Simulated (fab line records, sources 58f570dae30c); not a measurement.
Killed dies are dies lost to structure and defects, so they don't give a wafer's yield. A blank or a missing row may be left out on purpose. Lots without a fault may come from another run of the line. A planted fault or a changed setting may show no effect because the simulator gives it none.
Which tool did it? | flow berkeley_cmos170 | 13 lots, 39 wafers sampled, at 5 steps of a route of 331

WHAT THE GAUGES READ, wafer by wafer
UCB170_START_THK_MEAS_03. Usual: START_OXIDE_THK 20.3 nm, standard deviation 0.34.
lot  | measured    | on            | START_OXIDE_THK (nm) | flag
L409 | day 1 14:41 | film_metro-01 | 20.4 20.4 20.0       |
L410 | day 1 21:31 | film_metro-01 | 20.4 20.4 20.6       |
L411 | day 2 02:42 | film_metro-03 | 20.1 20.4 20.1       |
L412 | day 2 02:44 | film_metro-01 | 20.6 20.6 20.9       |
L413 | day 2 12:31 | film_metro-01 | 20.8 20.5 20.8       |
L415 | day 2 18:07 | film_metro-02 | 19.9 20.5 20.2       |
L416 | day 3 02:51 | film_metro-02 | 20.6 20.4 20.5       |
L422 | day 4 08:40 | film_metro-02 | 19.9 20.1 19.9       |
L424 | day 4 19:17 | film_metro-02 | 20.2 20.5 20.4       |
L426 | day 5 04:28 | film_metro-01 | 20.1 20.2 20.1       |
L427 | day 5 08:37 | film_metro-02 | 20.3 19.9 19.7       |
L429 | day 5 16:22 | film_metro-01 | 20.0 20.1 19.7       |
L430 | day 6 03:23 | film_metro-02 | 20.5 20.2 20.2       |

UCB170_PWELL_THK_MEAS_03. Usual: PWELL_OXIDE_THK 26.6 nm, standard deviation 0.4.
lot  | measured    | on            | PWELL_OXIDE_THK (nm) | flag
L409 | day 2 21:58 | film_metro-02 | 26.7 26.6 26.8       |
L410 | day 3 09:32 | film_metro-04 | 26.6 26.8 27.0       |
L411 | day 3 16:19 | film_metro-04 | 27.4 26.6 27.1       |
L412 | day 3 09:33 | film_metro-02 | 26.6 26.5 26.6       |
L413 | day 3 16:18 | film_metro-02 | 26.9 27.0 26.9       |
L415 | day 3 22:38 | film_metro-02 | 27.3 27.6 27.3       |
L416 | day 4 09:59 | film_metro-04 | 27.2 26.9 26.8       |
L422 | day 5 12:18 | film_metro-03 | 26.5 26.6 26.8       |
L424 | day 5 23:59 | film_metro-02 | 26.8 26.6 26.9       |
L426 | day 6 16:42 | film_metro-02 | 26.2 26.2 26.3       |
L427 | day 6 16:40 | film_metro-04 | 26.7 26.4 26.5       |
L429 | day 7 04:19 | film_metro-04 | 25.7 26.6 26.4       |
L430 | day 7 17:41 | film_metro-03 | 26.5 26.4 26.4       |

UCB170_WELLDRIVE_THK_MEAS_02. Usual: WELLDRIVE_OXIDE_THK 201 nm, standard deviation 4.1.
lot  | measured    | on            | WELLDRIVE_OXIDE_THK (nm) | flag
L409 | day 3 18:47 | film_metro-04 | 208 207 205              |
L410 | day 4 07:44 | film_metro-01 | 201 201 202              |
L411 | day 4 12:55 | film_metro-01 | 201 200 202              |
L412 | day 4 07:44 | film_metro-04 | 206 204 207              |
L413 | day 4 12:54 | film_metro-04 | 202 203 199              |
L415 | day 4 21:49 | film_metro-04 | 206 202 208              |
L416 | day 5 06:25 | film_metro-01 | 205 206 206              |
L422 | day 6 12:31 | film_metro-02 | 200 195 197              |
L424 | day 7 01:16 | film_metro-01 | 202 199 206              |
L426 | day 7 15:07 | film_metro-04 | 199 196 198              |
L427 | day 7 15:05 | film_metro-01 | 199 199 200              |
L429 | day 8 01:17 | film_metro-02 | 195 192 192              |
L430 | day 8 13:38 | film_metro-04 | 200 198 201              |

WHICH TOOL RAN EACH LOT (tool, then ch and the chambers of the sampled wafers, then the start)
lot  | UCB170_NWELL_ETCH_13              | UCB170_NWELL_STRIP_15
L409 | rie_diel-01 ch 1,2, day 2 12:11   | plasma_asher-02 ch 0,1, day 2 12:26
L410 | rie_diel-01 ch 1,2, day 2 20:15   | plasma_asher-03 ch 0,1, day 2 20:30
L411 | rie_diel-03 ch 0,1,3, day 3 01:44 | plasma_asher-03 ch 0,1, day 3 02:01
L412 | rie_diel-03 ch 1,2,3, day 3 01:00 | plasma_asher-01 ch 0,1, day 3 01:17
L413 | rie_diel-03 ch 0,1,3, day 3 08:21 | plasma_asher-01 ch 0,1, day 3 08:36
L415 | rie_diel-02 ch 0,1, day 3 13:22   | plasma_asher-03 ch 0,1, day 3 13:37
L416 | rie_diel-02 ch 0,1,3, day 3 22:55 | plasma_asher-02 ch 0,1, day 3 23:10
L422 | rie_diel-02 ch 0,1,3, day 5 02:04 | plasma_asher-01 ch 0,1, day 5 02:22
L424 | rie_diel-01 ch 0,2, day 5 16:50   | plasma_asher-03 ch 0, day 5 17:05
L426 | rie_diel-01 ch 0,3, day 6 06:14   | plasma_asher-03 ch 0,1, day 6 06:31
L427 | rie_diel-03 ch 0,1,3, day 6 06:19 | plasma_asher-02 ch 0,1, day 6 06:34
L429 | rie_diel-03 ch 1,3, day 6 19:35   | plasma_asher-01 ch 0,1, day 6 19:50
L430 | rie_diel-03 ch 1,2,3, day 7 03:21 | plasma_asher-03 ch 0,1, day 7 03:36
- UCB170_NWELL_ETCH_13: etches Si3N4 in CH3F/Ar/O2, stops on SiO2, target depth 246.4 nm, time 154 s.
- UCB170_NWELL_STRIP_15: strips in O2.

WHAT THE TOOLS THEMSELVES READ (means of the sampled wafers that have a number; where no wafer has one, the mark that the record gives instead)
UCB170_NWELL_ETCH_13. Usual: chamber_pressure_mTorr 50.00 mTorr, standard deviation 0.042; drypump_motor_current_A 5.5 A, standard deviation 0.32; oes_product_au 0.925 a.u., standard deviation 0.014; throttle_valve_pct 8.10 %, standard deviation 0.088.
lot  | tool        | chamber_pressure_mTorr (mTorr) | drypump_motor_current_A (A) | oes_product_au (a.u.) | throttle_valve_pct (%) | flag
L409 | rie_diel-01 | 49.99                          | 5.4                         | 0.907                 | 8.07                   |
L410 | rie_diel-01 | 49.98                          | 5.5                         | 0.921                 | 8.06                   |
L411 | rie_diel-03 | 50.00                          | 5.6                         | 0.925                 | 8.19                   |
L412 | rie_diel-03 | 49.96                          | 5.4                         | 0.917                 | 8.14                   |
L413 | rie_diel-03 | 50.04                          | 5.6                         | 0.924                 | 8.20                   |
L415 | rie_diel-02 | 50.00                          | 5.5                         | 0.915                 | 8.06                   |
L416 | rie_diel-02 | 50.01                          | 5.6                         | 0.915                 | 8.02                   |
L422 | rie_diel-02 | 50.01                          | 5.5                         | 0.929                 | 8.03                   |
L424 | rie_diel-01 | 50.02                          | 5.6                         | 0.941                 | 8.03                   |
L426 | rie_diel-01 | 50.01                          | 5.8                         | 0.940                 | 8.15                   |
L427 | rie_diel-03 | 49.97                          | 5.6                         | 0.933                 | 8.20                   |
L429 | rie_diel-03 | 49.99                          | 5.3                         | 0.923                 | 8.22                   |
L430 | rie_diel-03 | 50.01                          | 5.4                         | 0.921                 | 8.15                   |

UCB170_NWELL_STRIP_15. Usual: chamber_pressure_mTorr 3500.6 mTorr, standard deviation 2.8; drypump_motor_current_A 5.59 A, standard deviation 0.2; oes_product_au 0.721 a.u., standard deviation 0.0046; strip_time_to_endpoint_s 17.99 s, standard deviation 0.086.
lot  | tool            | chamber_pressure_mTorr (mTorr) | drypump_motor_current_A (A) | oes_product_au (a.u.) | strip_time_to_endpoint_s (s) | flag
L409 | plasma_asher-02 | 3500.4                         | 5.59                        | 0.723                 | 17.96                        |
L410 | plasma_asher-03 | 3500.9                         | 5.59                        | 0.726                 | 17.89                        |
L411 | plasma_asher-03 | 3501.7                         | 5.53                        | 0.717                 | 17.96                        |
L412 | plasma_asher-01 | 3500.5                         | 5.62                        | 0.723                 | 18.04                        |
L413 | plasma_asher-01 | 3501.0                         | 5.62                        | 0.722                 | 18.04                        |
L415 | plasma_asher-03 | 3502.5                         | 5.58                        | 0.721                 | 18.02                        |
L416 | plasma_asher-02 | 3503.4                         | 5.41                        | 0.716                 | 17.97                        |
L422 | plasma_asher-01 | 3501.5                         | 5.74                        | 0.721                 | 17.42                        | OFF
L424 | plasma_asher-03 | 3499.4                         | 5.49                        | 0.717                 | 17.98                        |
L426 | plasma_asher-03 | 3502.2                         | 5.53                        | 0.719                 | 18.12                        |
L427 | plasma_asher-02 | 3496.4                         | 5.41                        | 0.723                 | 17.84                        |
L429 | plasma_asher-01 | 3499.6                         | 5.62                        | 0.717                 | 18.03                        |
L430 | plasma_asher-03 | 3498.8                         | 5.52                        | 0.723                 | 17.98                        |

THE ANSWER, worked out from the rows above alone
Rule: a lot is off if the mean of its wafers that have a number lies more than 3 standard deviations from the usual mean. A lot without any number at a reading at which 4 lots or more have one is off too. The other lots that the step has rows for count as sound. The gauges are gone through in route order, then the tools' own readings, and for those a lot's mean is taken as printed above. The first step at which some lot is off is used, and at that step the reading that is off furthest; a lot without a number counts as furthest.
Off: L422, at UCB170_NWELL_STRIP_15 (strip_time_to_endpoint_s).
A tool fits if, at that step or a process step before it, it ran every lot that is off, and no sound lot after the first of them. One fits: rie_diel-02 at UCB170_NWELL_ETCH_13. Its last sound lot is L416 (day 3 22:55), its first lot that is off L422 (day 5 02:04): a fault that began between those two fits.

WHAT THE SIMULATOR HAD PUT IN
Process parameter drift: rie_diel-02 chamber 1, from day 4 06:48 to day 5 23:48, at UCB170_NWELL_ETCH_13. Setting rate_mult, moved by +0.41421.
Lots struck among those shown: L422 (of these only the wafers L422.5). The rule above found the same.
